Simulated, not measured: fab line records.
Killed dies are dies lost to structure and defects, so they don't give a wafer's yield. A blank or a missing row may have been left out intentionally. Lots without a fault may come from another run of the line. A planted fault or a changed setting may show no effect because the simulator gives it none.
fab line records | flow ritCmos | part 2 of 2: steps 25 to 34 of 34
[record] lots = 5 wafers = 15 lastDay = 7
route steps=202 shown ACTIVE@11 FOX1@20 FOX2@23 NWELL@28 PWELL@39
lots untouched by any fault: they come from a run of this same line in which no faults occurred
startH: hours from the record's first day to the start of the lot's first wafer shown | waitH: how many hours have passed since the lot's step before this one | " the same as in the row above | L1.1+2: several wafers, shown together as one row | - either no value or no given start | * or withheld: withheld | < > ~ a bound
route shown NAME@n: a module of which the file shows steps, and the number in the route of the first | usual: mean and standard deviation over wafers with no fault | same: alike in all rows | chamber/n: place in a boat | sites: per-site readings | _std_site: how widely they spread, as a standard deviation | _edge_site: inner sites' mean taken away from outer sites' mean | radiusMm: how far each site lies from the wafer's centre | mask NAME#n: copy n | behind: tool/chamber where the wafer was last shaped | hold: the reason the lot was held/the length of the hold in hours/how it ended | device: whichever transistor did not switch (one of n, p or np) | end of line: the same wafers' tests at the end of the route | step lacking rows: just its recipe | killed: not the wafer's yield, but the dies lost to structure and defects at the first sort | map: the dies of a wafer, with x for killed, . for not killed, _ for no die there
set.NAME: the setting as run; set.NAME@STEP: as run at that earlier step | model.NAME: the simulator's own value behind a step, which no gauge read
lots seen at some steps along the route; tables by step, rows by wafer
services: the hour from which a tool's chamber was out of use, counted from the record's first day as startH (under 0 if before that day), plus the number of hours and why
[[steps]]
[step RIT_NWELL_HARDBAKE_07]
[recipe] resist = NOVOLAK tempC = 140 timeS = 120
[usual] chillPlateTempC = 23.00/0.096 heaterPowerTotalW = 52.02/0.059
// columns lot.wafer tool chamber startH waitH chillPlateTempC heaterPowerTotalW
L076.1 lithoTrack-03 0 35.94 0.0 23.11 52.08
L076.4 " 0 " " 22.93 52.02
L076.5 " 0 " " 23.06 51.97
L077.1 lithoTrack-03 0 39.85 0.0 22.90 52.01
L077.4 " 0 " " 23.10 52.09
L077.6 " 0 " " 23.01 52.00
L088.3 lithoTrack-02 0 91.96 0.1 23.07 51.99
L088.4 " 0 " " 23.16 52.04
L088.5 " 0 " " 23.06 51.93
L090.3 lithoTrack-02 0 101.86 0.1 23.05 52.10
L090.5 " 0 " " 23.03 51.95
L090.6 " 0 " " 23.02 52.13
L096.1 lithoTrack-02 0 133.45 0.0 22.99 51.95
L096.3 " 0 " " 23.12 52.13
L096.5 " 0 " " 22.94 52.09
[step RIT_NWELL_IMPLANT_08]
[recipe] species = P energyKev = 170 doseCm2 = 4.896e+13 tiltDeg = 7
[usual] tiltDeg = 6.998/0.02
// columns lot.wafer tool chamber startH waitH tiltDeg
L076.1 implanter-01 0 36.19 0.2 6.974
L076.4 " 0 " " 6.982
L076.5 " 0 " " 6.975
L077.1 implanter-04 0 40.10 0.2 6.983
L077.4 " 0 " " 6.966
L077.6 " 0 " " 6.972
L088.3 implanter-01 0 92.17 0.2 6.991
L088.4 " 0 " " 6.975
L088.5 " 0 " " 6.996
L090.3 implanter-01 0 102.08 0.2 7.001
L090.5 " 0 " " 7.012
L090.6 " 0 " " 7.012
L096.1 implanter-02 0 133.70 0.2 7.046
L096.3 " 0 " " 7.023
L096.5 " 0 " " 7.005
[step RIT_NWELL_STRIP_09]
[recipe] chemistry = O2 timeS = 180 resist = NOVOLAK platenTempC = withheld powerW = 500 pressureMtorr = 4000 o2FlowSccm = 4000
[usual] drypumpMotorCurrentA = 6.09/0.28
// columns lot.wafer tool chamber startH waitH drypumpMotorCurrentA rfHoursCounterH
L076.1 plasmaAsher-02 1 36.34 0.1 6.33 39
L076.4 " 0 " " 6.26 -
L076.5 " 0 " " 6.32 -
L077.1 plasmaAsher-03 0 40.25 0.1 5.91 37
L077.4 " 1 " " 6.15 -
L077.6 " 0 " " 5.92 -
L088.3 plasmaAsher-02 1 92.33 0.1 6.27 -
L088.4 " 0 " " 6.28 -
L088.5 " 1 " " 6.28 -
L090.3 plasmaAsher-04 0 102.23 0.1 5.78 -
L090.5 " 0 " " 5.80 -
L090.6 " 1 " " 5.37 -
L096.1 plasmaAsher-02 0 133.85 0.1 6.28 3
L096.3 " 1 " " 6.28 -
L096.5 " 1 " " 6.32 -
[step RIT_NWELL_TW_MEAS_10]
[usual] NWELL_TW = 2140/19
// columns lot.wafer tool chamber startH waitH NWELL_TW
L076.1 filmMetro-03 - 36.51 0.1 2127
L076.4 " - " " 2131
L076.5 " - " " 2127
L077.1 filmMetro-01 - 40.42 0.1 2119
L077.4 " - " " 2118
L077.6 " - " " 2111
L088.3 filmMetro-04 - 92.47 0.1 2174
L088.4 " - " " 2168
L088.5 " - " " 2168
L090.3 filmMetro-03 - 102.37 0.1 2113
L090.5 " - " " 2123
L090.6 " - " " 2127
L096.1 filmMetro-01 - 134.02 0.1 2140
L096.3 " - " " 2137
L096.5 " - " " 2134
[step RIT_PWELL_HMDS_00]
[recipe] primeTimeS = 60 primeTempC = 140
[usual] chillPlateTempC = 23.01/0.11
// columns lot.wafer tool chamber startH waitH chillPlateTempC
L076.1 lithoTrack-01 0 36.57 0.1 23.16
L076.4 " 0 " " 23.05
L076.5 " 0 " " 23.11
L077.1 lithoTrack-02 0 40.58 0.1 23.06
L077.4 " 0 " " 23.02
L077.6 " 0 " " 22.89
L088.3 lithoTrack-03 0 92.56 0.1 23.06
L088.4 " 0 " " 23.25
L088.5 " 0 " " 23.01
L090.3 lithoTrack-01 0 102.46 0.1 23.24
L090.5 " 0 " " 23.07
L090.6 " 0 " " 23.04
L096.1 lithoTrack-01 0 134.08 0.1 22.91
L096.3 " 0 " " 23.03
L096.5 " 0 " " 22.80
[step RIT_PWELL_COAT_01]
[recipe] resist = NOVOLAK spinRpm = 2000 resistThkNm = 1300
[usual] chillPlateTempC = 22.99/0.099 spinSpeedRpm = 1999.9/1.2
// columns lot.wafer tool chamber startH waitH chillPlateTempC spinSpeedRpm
L076.1 lithoTrack-01 0 36.72 0.1 23.00 1999.7
L076.4 " 0 " " 23.14 1999.8
L076.5 " 0 " " 23.25 2001.0
L077.1 lithoTrack-02 0 40.73 0.1 22.96 1998.0
L077.4 " 0 " " 22.93 2002.2
L077.6 " 0 " " 22.88 2000.2
L088.3 lithoTrack-03 0 92.71 0.1 23.01 1999.9
L088.4 " 0 " " 22.92 2001.0
L088.5 " 0 " " 22.89 1999.9
L090.3 lithoTrack-01 0 102.61 0.1 23.02 1999.8
L090.5 " 0 " " 22.86 1997.9
L090.6 " 0 " " 23.03 1999.2
L096.1 lithoTrack-01 0 134.23 0.1 23.17 1998.5
L096.3 " 0 " " 23.15 2002.3
L096.5 " 0 " " 23.00 2000.4
[step RIT_PWELL_SOFTBAKE_02]
[recipe] resist = NOVOLAK tempC = 90 timeS = 60
[usual] chillPlateTempC = 23.00/0.093 heaterPowerTotalW = 34.56/0.048
// columns lot.wafer tool chamber startH waitH chillPlateTempC heaterPowerTotalW
L076.1 lithoTrack-01 0 36.87 0.1 23.04 34.54
L076.4 " 0 " " 23.03 34.56
L076.5 " 0 " " 22.95 34.60
L077.1 lithoTrack-02 0 40.88 0.1 22.94 34.56
L077.4 " 0 " " 22.99 34.61
L077.6 " 0 " " 23.06 34.50
L088.3 lithoTrack-03 0 92.86 0.1 23.00 34.61
L088.4 " 0 " " 22.84 34.59
L088.5 " 0 " " 22.92 34.59
L090.3 lithoTrack-01 0 102.76 0.1 23.11 34.56
L090.5 " 0 " " 23.12 34.68
L090.6 " 0 " " 23.04 34.49
L096.1 lithoTrack-01 0 134.38 0.1 22.99 34.50
L096.3 " 0 " " 23.08 34.62
L096.5 " 0 " " 22.85 34.55
[step RIT_PWELL_EXPOSE_03]
[recipe] maskId = M3 na = 0.57 targetCdNm = 43700 doseMj = 250
[usual] stageVelMmS = 500.00/0.23
// columns lot.wafer tool chamber startH waitH mask stageVelMmS
L076.1 ilineStepper-01 0 37.15 0.2 M3#0 499.85
L076.4 " 0 " " M3#0 499.74
L076.5 " 0 " " M3#0 500.20
L077.1 ilineStepper-02 0 41.15 0.2 M3#0 500.50
L077.4 " 0 " " M3#0 499.59
L077.6 " 0 " " M3#0 500.10
L088.3 ilineStepper-02 0 93.00 0.1 M3#0 500.02
L088.4 " 0 " " M3#0 500.16
L088.5 " 0 " " M3#0 499.95
L090.3 ilineStepper-02 0 102.90 0.1 M3#0 499.92
L090.5 " 0 " " M3#0 500.08
L090.6 " 0 " " M3#0 500.14
L096.1 ilineStepper-02 0 134.53 0.1 M3#0 499.89
L096.3 " 0 " " M3#0 500.40
L096.5 " 0 " " M3#0 500.20
[step RIT_PWELL_PEB_04]
[recipe] resist = NOVOLAK tempC = withheld timeS = withheld
[usual] chillPlateTempC = *
// columns lot.wafer tool chamber startH waitH chillPlateTempC
L076.1 lithoTrack-03 0 37.26 0.1 *
L076.4 " 0 " " *
L076.5 " 0 " " *
L077.1 lithoTrack-01 0 41.47 0.3 *
L077.4 " 0 " " *
L077.6 " 0 " " *
L088.3 lithoTrack-03 0 93.12 0.1 *
L088.4 " 0 " " *
L088.5 " 0 " " *
L090.3 lithoTrack-01 0 103.03 0.1 *
L090.5 " 0 " " *
L090.6 " 0 " " *
L096.1 lithoTrack-03 0 134.65 0.1 *
L096.3 " 0 " " *
L096.5 " 0 " " *
[step RIT_PWELL_DEVELOP_05]
[recipe] resist = NOVOLAK developTimeS = 71.04 devTempC = 23
[usual] chillPlateTempC = 23.01/0.11
// columns lot.wafer tool chamber startH waitH chillPlateTempC
L076.1 lithoTrack-03 0 - - 23.09
L076.4 " 0 " " 23.08
L076.5 " 0 " " 23.14
L077.1 lithoTrack-01 0 - - 23.17
L077.4 " 0 " " 22.97
L077.6 " 0 " " 22.95
L088.3 lithoTrack-03 0 - - 22.81
L088.4 " 0 " " 22.80
L088.5 " 0 " " 23.02
L090.3 lithoTrack-01 0 - - 22.97
L090.5 " 0 " " 23.04
L090.6 " 0 " " 22.94
L096.1 lithoTrack-03 0 - - 23.08
L096.3 " 0 " " 22.91
L096.5 " 0 " " 23.24
[[services]]
// columns tool chamber startH hours kind
wetBench-01 - 6.20 88.1 pm
rieDiel-04 2 12.09 2.1 repair
furnace-03 - 19.44 3.4 pm
ilineStepper-01 - 23.22 1.2 repair
implanter-01 - 24.77 3.8 repair
ilineStepper-02 - 43.42 1.7 pm
implanter-04 - 44.14 15.7 pm
rieDiel-03 1 48.46 8.1 repair
rieDiel-04 3 52.55 3.8 repair
furnace-01 - 65.98 2.4 pm
implanter-02 - 77.75 1.7 repair
implanter-04 - 100.37 19.7 pm
wetBench-03 - 105.54 1.9 repair
plasmaAsher-02 - 108.75 9.0 pm
plasmaAsher-02 0 108.75 9.0 ventCycle
plasmaAsher-02 1 108.75 9.0 ventCycle
rieDiel-03 2 109.57 15.8 repair
plasmaAsher-02 0 117.75 - clean
plasmaAsher-02 1 117.75 - clean
implanter-01 - 118.44 0.8 repair
rieDiel-04 2 121.33 7.5 repair
plasmaAsher-03 - 128.34 14.6 pm
